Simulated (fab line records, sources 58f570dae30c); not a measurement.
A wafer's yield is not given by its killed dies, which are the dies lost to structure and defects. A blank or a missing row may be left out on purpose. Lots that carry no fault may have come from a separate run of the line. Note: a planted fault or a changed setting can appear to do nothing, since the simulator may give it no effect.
Commonality check across tools    flow berkeley cmos170    11 lots, 33 wafers sampled

== REASON IT WAS OPENED ==
Flagged at UCB170_M3_CD_MEAS_15: reading cd nm, on 1 of 11 lots. Wafers without a fault read 700.0 nm, standard deviation 1.3.
Rule: a lot is flagged in two cases, either no wafer of it has a number, or all its wafers with numbers fall more than 4 standard deviations from that mean. As for the other lots, they are considered sound.

lot   measured      on         cd nm (nm), wafer by wafer  flag
L584  day 7 04:14   cd sem-01  698.4 699.8 700.1           
L585  day 7 18:08   cd sem-02  698.8 697.7 697.7           
L587  day 8 08:11   cd sem-01  698.5 699.6 699.1           
L586  day 8 08:32   cd sem-02  701.0 700.3 700.8           
L588  day 8 08:47   cd sem-02  700.1 700.5 701.1           
L597  day 11 14:07  cd sem-02  693.3 694.4 689.9           FLAGGED
L599  day 11 14:35  cd sem-01  698.4 698.6 698.5           
L602  day 11 14:52  cd sem-02  699.4 699.4 699.0           
L606  day 12 11:49  cd sem-01  701.8 701.6 701.5           
L603  day 12 12:05  cd sem-02  700.3 700.5 699.4           
L605  day 12 12:51  cd sem-02  699.6 699.4 699.2           
The mean of the flagged lots' numbers is 692.5 nm, -7.5 nm from the usual (-6 standard deviations).

== TOOL THAT RAN EACH LOT ==
The record keeps 1 process step preceding the reading, out of 331 steps on the route. Read each cell as the tool, then ch plus the chambers that the sampled wafers visited, then the start.
lot   flag     UCB170_M3_EXPOSE_12
L584           krf scanner-02 ch 0, day 7 03:38
L585           krf scanner-02 ch 0, day 7 17:45
L587           krf scanner-01 ch 0, day 8 07:47
L586           krf scanner-01 ch 0, day 8 07:55
L588           krf scanner-01 ch 0, day 8 08:01
L597  FLAGGED  krf scanner-02 ch 0, day 11 13:13
L599           krf scanner-01 ch 0, day 11 13:48
L602           krf scanner-01 ch 0, day 11 14:08
L606           krf scanner-01 ch 0, day 12 11:16
L603           krf scanner-01 ch 0, day 12 11:41
L605           krf scanner-01 ch 0, day 12 12:28
What these steps do:
- UCB170_M3_EXPOSE_12: exposes mask METAL3, target cd 700 nm.
- UCB170_M3_CD_MEAS_15: target cd 700 nm.

== FLAGGED AGAINST TOTAL, ONE TOOL AT A TIME (gauges that did the reading follow at the end) ==
step                  tool            lots run  flagged  share of the flagged lots  sound lots run after its first flagged lot
UCB170_M3_EXPOSE_12   krf scanner-01  8         0        none                       -
UCB170_M3_EXPOSE_12   krf scanner-02  3         1        all                        0
UCB170_M3_CD_MEAS_15  cd sem-01       4         0        none                       -
UCB170_M3_CD_MEAS_15  cd sem-02       7         1        all                        3 (L602,L603,L605)

== THE TABLE: WHAT IT ALLOWS ==
Rows of the table that ran all the flagged lots, 2 in number: krf scanner-02 at UCB170_M3_EXPOSE_12; cd sem-02 at UCB170_M3_CD_MEAS_15.
- krf scanner-02 at UCB170_M3_EXPOSE_12 ran 3 lots, 1 of them flagged. A fault beginning between L585 (day 7 17:45), its last sound lot, and L597 (day 11 13:13), its first flagged one, fits the data. Its own readings (exposure dose mJ cm2) fall more than 4 standard deviations out on all wafers of the flagged lots.
- cd sem-02 at UCB170_M3_CD_MEAS_15 ran 7 lots, 1 of them flagged. After the first flagged lot (L602, L603, L605), sound lots still ran on it; a lasting fault on the whole tool would not permit that.
Just one tool remains: krf scanner-02 at UCB170_M3_EXPOSE_12.

== WHAT THE SIMULATOR PUT IN ==
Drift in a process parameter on krf scanner-02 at UCB170_M3_EXPOSE_12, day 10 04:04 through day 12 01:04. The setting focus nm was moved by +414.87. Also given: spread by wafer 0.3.
Shown lots that were struck: L597. The rule above reached the same finding.
